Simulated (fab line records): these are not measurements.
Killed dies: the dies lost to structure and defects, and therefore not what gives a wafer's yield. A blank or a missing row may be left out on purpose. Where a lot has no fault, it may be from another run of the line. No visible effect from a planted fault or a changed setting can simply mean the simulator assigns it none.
fab line records / flow ritCmos
record: lots: 14 wafers: 42 lastDay: 7
route steps=202 shown NRETRO@55 M1@202
lots that met no fault: taken from a fault-free run of the same line
startH: the number of hours between the record's first day and the start of the first shown wafer of the lot / waitH: time in hours since the lot's previous step / " the same as in the row above / L1.1+2: one row covering several wafers at once / - no value present, or no start provided / * or withheld: withheld / < > ~ a bound
route shown NAME@n: NAME is a module with steps in the file, n the number in the route of the first one / usual: the fault-free wafers' mean and standard deviation / same: alike in all rows / chamber/n: place in a boat / sites: each site's reading / _std_site: how widely they spread, as a standard deviation / _edge_site: inner sites' mean taken away from outer sites' mean / radiusMm: how far each site lies from the wafer's centre / mask NAME#n: copy n / behind: tool/chamber where the wafer was last shaped / hold: reason for holding the lot/hours on hold/outcome of the hold / device: which transistor (n, p or np) failed to switch / end of line: the route-end tests of the same wafers / a step with no rows: only its recipe / killed: at the first sort, the dies lost to defects and structure; wafer yield is something else / map: shows each die of a wafer: x if killed, . if not, _ if none is there
set.NAME: the setting that was run; set.NAME@STEP: the one run at that earlier step / model.NAME: the simulator's own value behind a step, which no gauge read
a sample of lots followed through the steps of the route, with each step as a table and each wafer as a row
== steps ==
step: RIT_NRETRO_SOFTBAKE_02
recipe: resist: NOVOLAK tempC: 90 timeS: 60
usual: plateTempC: 89.98/0.13 runLengthS: 89.14/0.21
lot.wafer=L967.1 tool=lithoTrack-01 chamber=0 startH=29.75 waitH=0.1 plateTempC=89.80 runLengthS=88.89
lot.wafer=L967.5 tool=lithoTrack-01 chamber=0 startH=29.75 waitH=0.1 plateTempC=90.09 runLengthS=89.04
lot.wafer=L967.6 tool=lithoTrack-01 chamber=0 startH=29.75 waitH=0.1 plateTempC=90.05 runLengthS=88.94
lot.wafer=L968.1 tool=lithoTrack-01 chamber=0 startH=34.10 waitH=0.1 plateTempC=90.11 runLengthS=89.01
lot.wafer=L968.4 tool=lithoTrack-01 chamber=0 startH=34.10 waitH=0.1 plateTempC=90.16 runLengthS=89.14
lot.wafer=L968.5 tool=lithoTrack-01 chamber=0 startH=34.10 waitH=0.1 plateTempC=90.21 runLengthS=88.93
lot.wafer=L970.2 tool=lithoTrack-01 chamber=0 startH=44.02 waitH=0.1 plateTempC=89.89 runLengthS=88.87
lot.wafer=L970.3 tool=lithoTrack-01 chamber=0 startH=44.02 waitH=0.1 plateTempC=90.01 runLengthS=88.95
lot.wafer=L970.4 tool=lithoTrack-01 chamber=0 startH=44.02 waitH=0.1 plateTempC=89.82 runLengthS=88.91
lot.wafer=L971.1 tool=lithoTrack-04 chamber=0 startH=50.45 waitH=0.1 plateTempC=89.94 runLengthS=88.82
lot.wafer=L971.2 tool=lithoTrack-04 chamber=0 startH=50.45 waitH=0.1 plateTempC=89.77 runLengthS=89.17
lot.wafer=L971.3 tool=lithoTrack-04 chamber=0 startH=50.45 waitH=0.1 plateTempC=90.02 runLengthS=89.04
lot.wafer=L972.1 tool=lithoTrack-03 chamber=0 startH=54.64 waitH=0.1 plateTempC=89.94 runLengthS=89.35
lot.wafer=L972.2 tool=lithoTrack-03 chamber=0 startH=54.64 waitH=0.1 plateTempC=90.04 runLengthS=89.43
lot.wafer=L972.3 tool=lithoTrack-03 chamber=0 startH=54.64 waitH=0.1 plateTempC=89.80 runLengthS=89.24
lot.wafer=L973.1 tool=lithoTrack-03 chamber=0 startH=60.49 waitH=0.1 plateTempC=89.91 runLengthS=89.42
lot.wafer=L973.4 tool=lithoTrack-03 chamber=0 startH=60.49 waitH=0.1 plateTempC=90.14 runLengthS=89.47
lot.wafer=L973.5 tool=lithoTrack-03 chamber=0 startH=60.49 waitH=0.1 plateTempC=90.13 runLengthS=89.21
lot.wafer=L976.2 tool=lithoTrack-03 chamber=0 startH=74.91 waitH=0.1 plateTempC=90.07 runLengthS=89.43
lot.wafer=L976.5 tool=lithoTrack-03 chamber=0 startH=74.91 waitH=0.1 plateTempC=90.03 runLengthS=89.29
lot.wafer=L976.6 tool=lithoTrack-03 chamber=0 startH=74.91 waitH=0.1 plateTempC=89.97 runLengthS=89.21
lot.wafer=L977.1 tool=lithoTrack-04 chamber=0 startH=80.53 waitH=0.1 plateTempC=89.82 runLengthS=88.88
lot.wafer=L977.3 tool=lithoTrack-04 chamber=0 startH=80.53 waitH=0.1 plateTempC=89.86 runLengthS=88.84
lot.wafer=L977.5 tool=lithoTrack-04 chamber=0 startH=80.53 waitH=0.1 plateTempC=89.88 runLengthS=89.11
lot.wafer=L978.1 tool=lithoTrack-01 chamber=0 startH=86.17 waitH=0.1 plateTempC=89.93 runLengthS=89.08
lot.wafer=L978.2 tool=lithoTrack-01 chamber=0 startH=86.17 waitH=0.1 plateTempC=89.96 runLengthS=89.31
lot.wafer=L978.6 tool=lithoTrack-01 chamber=0 startH=86.17 waitH=0.1 plateTempC=90.02 runLengthS=88.88
lot.wafer=L979.1 tool=lithoTrack-03 chamber=0 startH=90.54 waitH=0.1 plateTempC=90.15 runLengthS=89.28
lot.wafer=L979.3 tool=lithoTrack-03 chamber=0 startH=90.54 waitH=0.1 plateTempC=90.11 runLengthS=89.44
lot.wafer=L979.6 tool=lithoTrack-03 chamber=0 startH=90.54 waitH=0.1 plateTempC=90.25 runLengthS=89.48
lot.wafer=L983.1 tool=lithoTrack-03 chamber=0 startH=110.51 waitH=0.1 plateTempC=90.09 runLengthS=99.37
lot.wafer=L983.4 tool=lithoTrack-03 chamber=0 startH=110.51 waitH=0.1 plateTempC=90.24 runLengthS=99.37
lot.wafer=L983.5 tool=lithoTrack-03 chamber=0 startH=110.51 waitH=0.1 plateTempC=90.00 runLengthS=99.30
lot.wafer=L985.2 tool=lithoTrack-03 chamber=0 startH=121.23 waitH=0.1 plateTempC=90.12 runLengthS=99.15
lot.wafer=L985.4 tool=lithoTrack-03 chamber=0 startH=121.23 waitH=0.1 plateTempC=89.94 runLengthS=99.31
lot.wafer=L985.6 tool=lithoTrack-03 chamber=0 startH=121.23 waitH=0.1 plateTempC=89.88 runLengthS=99.20
lot.wafer=L988.2 tool=lithoTrack-01 chamber=0 startH=137.10 waitH=0.1 plateTempC=90.08 runLengthS=88.93
lot.wafer=L988.3 tool=lithoTrack-01 chamber=0 startH=137.10 waitH=0.1 plateTempC=90.12 runLengthS=89.01
lot.wafer=L988.6 tool=lithoTrack-01 chamber=0 startH=137.10 waitH=0.1 plateTempC=89.91 runLengthS=89.33
lot.wafer=L990.1 tool=lithoTrack-01 chamber=0 startH=147.57 waitH=0.1 plateTempC=89.91 runLengthS=88.88
lot.wafer=L990.4 tool=lithoTrack-01 chamber=0 startH=147.57 waitH=0.1 plateTempC=90.23 runLengthS=89.03
lot.wafer=L990.6 tool=lithoTrack-01 chamber=0 startH=147.57 waitH=0.1 plateTempC=89.77 runLengthS=88.88
step: RIT_M1_PROBE_99
usual: killed_at_M0_to_M3: 0.0/0.14 killedAtContacts: 0.1/0.31 killedAtFrontEnd: 7/3.2 killedDies: 7/3.2 killedOnRim: 1.9/1.4 killedOpen: 3.6/1.9 killedShort: 3.6/2
same: grossDies: 264 killed_at_M4_up: 0 killedAtBackSide: 0 killedAtOther: 0
lot.wafer=L972.1 tool=prober-01 chamber=- startH=84.08 waitH=0.1 killed_at_M0_to_M3=0 killedAtContacts=0 killedAtFrontEnd=3 killedDies=3 killedOnRim=0 killedOpen=2 killedShort=1
lot.wafer=L972.2 tool=prober-01 chamber=- startH=84.13 waitH=0.1 killed_at_M0_to_M3=0 killedAtContacts=0 killedAtFrontEnd=6 killedDies=6 killedOnRim=2 killedOpen=3 killedShort=3
lot.wafer=L972.3 tool=prober-01 chamber=- startH=84.18 waitH=0.2 killed_at_M0_to_M3=0 killedAtContacts=0 killedAtFrontEnd=11 killedDies=11 killedOnRim=2 killedOpen=6 killedShort=5
lot.wafer=L973.1 tool=prober-02 chamber=- startH=93.29 waitH=0.1 killed_at_M0_to_M3=0 killedAtContacts=0 killedAtFrontEnd=9 killedDies=9 killedOnRim=0 killedOpen=3 killedShort=6
lot.wafer=L973.4 tool=prober-02 chamber=- startH=93.44 waitH=0.2 killed_at_M0_to_M3=0 killedAtContacts=0 killedAtFrontEnd=7 killedDies=7 killedOnRim=2 killedOpen=3 killedShort=4
lot.wafer=L973.5 tool=prober-02 chamber=- startH=93.49 waitH=0.2 killed_at_M0_to_M3=0 killedAtContacts=0 killedAtFrontEnd=6 killedDies=6 killedOnRim=1 killedOpen=2 killedShort=4
lot.wafer=L976.2 tool=prober-02 chamber=- startH=102.82 waitH=0.1 killed_at_M0_to_M3=0 killedAtContacts=0 killedAtFrontEnd=7 killedDies=7 killedOnRim=1 killedOpen=4 killedShort=3
lot.wafer=L976.5 tool=prober-02 chamber=- startH=102.97 waitH=0.2 killed_at_M0_to_M3=0 killedAtContacts=0 killedAtFrontEnd=6 killedDies=6 killedOnRim=2 killedOpen=3 killedShort=3
lot.wafer=L976.6 tool=prober-02 chamber=- startH=103.02 waitH=0.2 killed_at_M0_to_M3=0 killedAtContacts=0 killedAtFrontEnd=2 killedDies=2 killedOnRim=0 killedOpen=2 killedShort=0
lot.wafer=L978.1 tool=prober-02 chamber=- startH=113.68 waitH=0.1 killed_at_M0_to_M3=0 killedAtContacts=0 killedAtFrontEnd=5 killedDies=5 killedOnRim=1 killedOpen=4 killedShort=1
lot.wafer=L978.2 tool=prober-02 chamber=- startH=113.73 waitH=0.1 killed_at_M0_to_M3=0 killedAtContacts=0 killedAtFrontEnd=5 killedDies=5 killedOnRim=2 killedOpen=4 killedShort=1
lot.wafer=L978.6 tool=prober-02 chamber=- startH=113.93 waitH=0.2 killed_at_M0_to_M3=0 killedAtContacts=0 killedAtFrontEnd=2 killedDies=2 killedOnRim=0 killedOpen=1 killedShort=1
lot.wafer=L979.1 tool=prober-02 chamber=- startH=121.38 waitH=0.1 killed_at_M0_to_M3=0 killedAtContacts=0 killedAtFrontEnd=11 killedDies=11 killedOnRim=3 killedOpen=5 killedShort=6
lot.wafer=L979.3 tool=prober-02 chamber=- startH=121.48 waitH=0.2 killed_at_M0_to_M3=0 killedAtContacts=0 killedAtFrontEnd=8 killedDies=8 killedOnRim=2 killedOpen=4 killedShort=4
lot.wafer=L979.6 tool=prober-02 chamber=- startH=121.63 waitH=0.2 killed_at_M0_to_M3=0 killedAtContacts=0 killedAtFrontEnd=10 killedDies=10 killedOnRim=3 killedOpen=4 killedShort=6
lot.wafer=L985.2 tool=prober-02 chamber=- startH=152.39 waitH=0.1 killed_at_M0_to_M3=0 killedAtContacts=0 killedAtFrontEnd=7 killedDies=7 killedOnRim=3 killedOpen=2 killedShort=5
lot.wafer=L985.4 tool=prober-02 chamber=- startH=152.49 waitH=0.2 killed_at_M0_to_M3=0 killedAtContacts=1 killedAtFrontEnd=6 killedDies=7 killedOnRim=1 killedOpen=2 killedShort=5
lot.wafer=L985.6 tool=prober-02 chamber=- startH=152.59 waitH=0.2 killed_at_M0_to_M3=0 killedAtContacts=0 killedAtFrontEnd=5 killedDies=5 killedOnRim=3 killedOpen=3 killedShort=2
killed by level:class
L972.1 FOX1:geometricParticle:open=1 FOX2:geometricParticle:short=1 SILICIDE:geometricParticle:open=1
L972.2 GATE:geometricParticle:short=2 GATE:geometricParticle:open=2 FOX1:geometricParticle:short=1 REOX:geometricParticle:open=1
L972.3 GATE:geometricParticle:open=4 GATE:geometricParticle:short=4 SILICIDE:geometricParticle:open=2 SILICIDE:geometricParticle:short=1
L973.1 GATE:geometricParticle:short=2 SPACER:geometricParticle:short=2 FOX2:geometricParticle:open=1 FOX2:geometricParticle:short=1 GATE:geometricParticle:open=1 REOX:geometricParticle:short=1 REOX:geometricParticle:open=1
L973.4 FOX2:geometricParticle:open=1 GATE:geometricParticle:open=1 GATE:geometricParticle:short=1 REOX:geometricParticle:short=1 REOX:geometricParticle:open=1 SPACER:geometricParticle:short=1 SILICIDE:geometricParticle:short=1
L973.5 GATE:geometricParticle:short=2 REOX:geometricParticle:short=2 GATE:geometricParticle:open=1 SPACER:geometricParticle:open=1
L976.2 FOX1:geometricParticle:short=2 FOX1:geometricParticle:open=1 FOX2:geometricParticle:open=1 GATE:geometricParticle:short=1 REOX:geometricParticle:open=1 SPACER:geometricParticle:open=1
L976.5 SPACER:geometricParticle:open=2 SILICIDE:geometricParticle:short=2 FOX2:geometricParticle:open=1 GATE:geometricParticle:short=1
L976.6 FOX1:geometricParticle:open=1 SPACER:geometricParticle:open=1
L978.1 GATE:geometricParticle:open=3 GATE:geometricParticle:short=1 REOX:geometricParticle:open=1
L978.2 REOX:geometricParticle:open=2 FOX1:geometricParticle:open=1 GATE:geometricParticle:open=1 GATE:geometricParticle:short=1
L978.6 GATE:geometricParticle:short=1 SILICIDE:geometricParticle:open=1
L979.1 GATE:geometricParticle:short=5 GATE:geometricParticle:open=2 SPACER:geometricParticle:open=2 FOX2:geometricParticle:open=1 REOX:geometricParticle:short=1
L979.3 FOX1:geometricParticle:open=2 SILICIDE:geometricParticle:short=2 GATE:geometricParticle:short=1 REOX:geometricParticle:open=1 REOX:geometricParticle:short=1 SILICIDE:geometricParticle:open=1
L979.6 SPACER:geometricParticle:short=3 GATE:geometricParticle:open=2 GATE:geometricParticle:short=2 SPACER:geometricParticle:open=2 SILICIDE:geometricParticle:short=1
L985.2 GATE:geometricParticle:short=3 FOX1:geometricParticle:short=1 REOX:geometricParticle:short=1 REOX:geometricParticle:open=1 SILICIDE:geometricParticle:open=1
L985.4 GATE:geometricParticle:short=3 FOX1:geometricParticle:short=1 SILICIDE:geometricParticle:short=1 SILICIDE:geometricParticle:open=1 CONTACT:geometricParticle:open=1
L985.6 GATE:geometricParticle:open=2 FOX1:geometricParticle:open=1 GATE:geometricParticle:short=1 REOX:geometricParticle:short=1
== key ==
firstSign: step: RIT_NRETRO_SOFTBAKE_02 reading: runLengthS direction: up sigmas: 49 usual: * struck: *
effect none on later readings
metAt RIT_NRETRO_SOFTBAKE_02
struckLots L983,L985
testerLeftOut L983,L985
onsetBetween 90.54 110.51
fault: kind: processParameterDrift tool: lithoTrack-03 chamber: - onsetH: 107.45 steps: RIT_NRETRO_SOFTBAKE_02 channel: timeS offset: * shape: step endH: 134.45 actsIn: * stated: *
testerLeftOut: of these lots the tester's yield and bins aren't shown, on N5 and GAA mostly nor the transistor test; their killed dies are dies lost to structure and defects alone, not to doping, threshold or leakage, so they don't give the yield
